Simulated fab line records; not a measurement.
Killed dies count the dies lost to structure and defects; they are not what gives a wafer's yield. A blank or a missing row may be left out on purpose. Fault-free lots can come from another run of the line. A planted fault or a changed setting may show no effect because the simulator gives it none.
The tool behind it: which one? | flow rit_cmos | 14 lots, 42 wafers sampled, at 1 step of a route of 202

WHAT THE GAUGES READ, wafer by wafer
The record holds no reading of a measuring or inspecting step that can be judged against a usual standard deviation.

WHAT TOOL EACH LOT RAN ON (gives the tool, then ch and the chambers of the sampled wafers, and finally the start)
lot  | RIT_ACTIVE_ETCH_13
L764 | rie_diel-02 ch 0,1,3, day 1 17:15
L765 | rie_diel-03 ch 0,3, day 1 20:11
L766 | rie_diel-03 ch 0,1,2, day 2 01:31
L768 | rie_diel-03 ch 1,3, day 2 11:07
L769 | rie_diel-04 ch 1,2,3, day 2 15:54
L770 | rie_diel-03 ch 0,2, day 2 20:50
L771 | rie_diel-04 ch 1,3, day 3 03:54
L772 | rie_diel-03 ch 0,2,3, day 3 07:23
L778 | rie_diel-03 ch 1,2,3, day 4 15:10
L781 | rie_diel-03 ch 1,3, day 5 04:31
L783 | rie_diel-04 ch 0,2, day 5 13:43
L785 | rie_diel-02 ch 2,3, day 6 00:46
L786 | rie_diel-02 ch 1,2,3, day 6 05:16
L787 | rie_diel-04 ch 0,1,3, day 6 09:43
- RIT_ACTIVE_ETCH_13: etches Si3N4 in SF6, stops on SiO2, time 210 s, target depth 210 nm.

AS READ BY THE TOOLS THEMSELVES (means over the sampled wafers that have a number; for cases with no such wafer, the mark the record gives instead)
RIT_ACTIVE_ETCH_13. Usual: SF6_flow_sccm 200.0 sccm, standard deviation 0.61; drypump_motor_current_A 5.9 A, standard deviation 0.4; oes_product_au 0.825 a.u., standard deviation 0.012; throttle_valve_pct 7.43 %, standard deviation 0.12.
lot  | tool        | SF6_flow_sccm (sccm) | drypump_motor_current_A (A) | oes_product_au (a.u.) | throttle_valve_pct (%) | flag
L764 | rie_diel-02 | 199.7                | 5.9                         | 0.823                 | 7.41                   |
L765 | rie_diel-03 | 199.9                | 5.8                         | 0.823                 | 7.46                   |
L766 | rie_diel-03 | 200.8                | 5.9                         | 0.834                 | 7.51                   |
L768 | rie_diel-03 | 200.3                | 5.9                         | 0.824                 | 7.44                   |
L769 | rie_diel-04 | 200.5                | 5.8                         | 0.822                 | 7.39                   |
L770 | rie_diel-03 | 200.1                | 5.9                         | 0.829                 | 7.49                   |
L771 | rie_diel-04 | 200.0                | 5.8                         | 0.835                 | 7.41                   |
L772 | rie_diel-03 | 199.5                | 5.9                         | 0.816                 | 7.42                   |
L778 | rie_diel-03 | 200.3                | 5.9                         | 0.790                 | 7.41                   |
L781 | rie_diel-03 | 200.3                | 5.9                         | 0.794                 | 7.43                   |
L783 | rie_diel-04 | 200.5                | 5.7                         | 0.810                 | 7.38                   |
L785 | rie_diel-02 | 200.2                | 6.0                         | 0.827                 | 7.30                   |
L786 | rie_diel-02 | 199.3                | 6.1                         | 0.828                 | 7.35                   |
L787 | rie_diel-04 | 200.0                | 5.8                         | 0.820                 | 7.50                   |

THE ANSWER, worked out from the rows above alone
Rule: lot off if the mean of its wafers having a number is beyond 3 standard deviations from the usual mean. A lot without any number at a reading at which 4 lots or more have one is off too. Where the step has rows for the other lots, those lots are counted as sound. Order of review: gauges by route order, followed by the tools' own readings, for which a lot's mean as printed above is used. At the first step where some lot is off, the reading lying furthest off is the one used; lots without a number count as furthest.
Nothing can be told from this: no lot is off at any reading shown.

WHAT THE SIMULATOR HAD PUT IN
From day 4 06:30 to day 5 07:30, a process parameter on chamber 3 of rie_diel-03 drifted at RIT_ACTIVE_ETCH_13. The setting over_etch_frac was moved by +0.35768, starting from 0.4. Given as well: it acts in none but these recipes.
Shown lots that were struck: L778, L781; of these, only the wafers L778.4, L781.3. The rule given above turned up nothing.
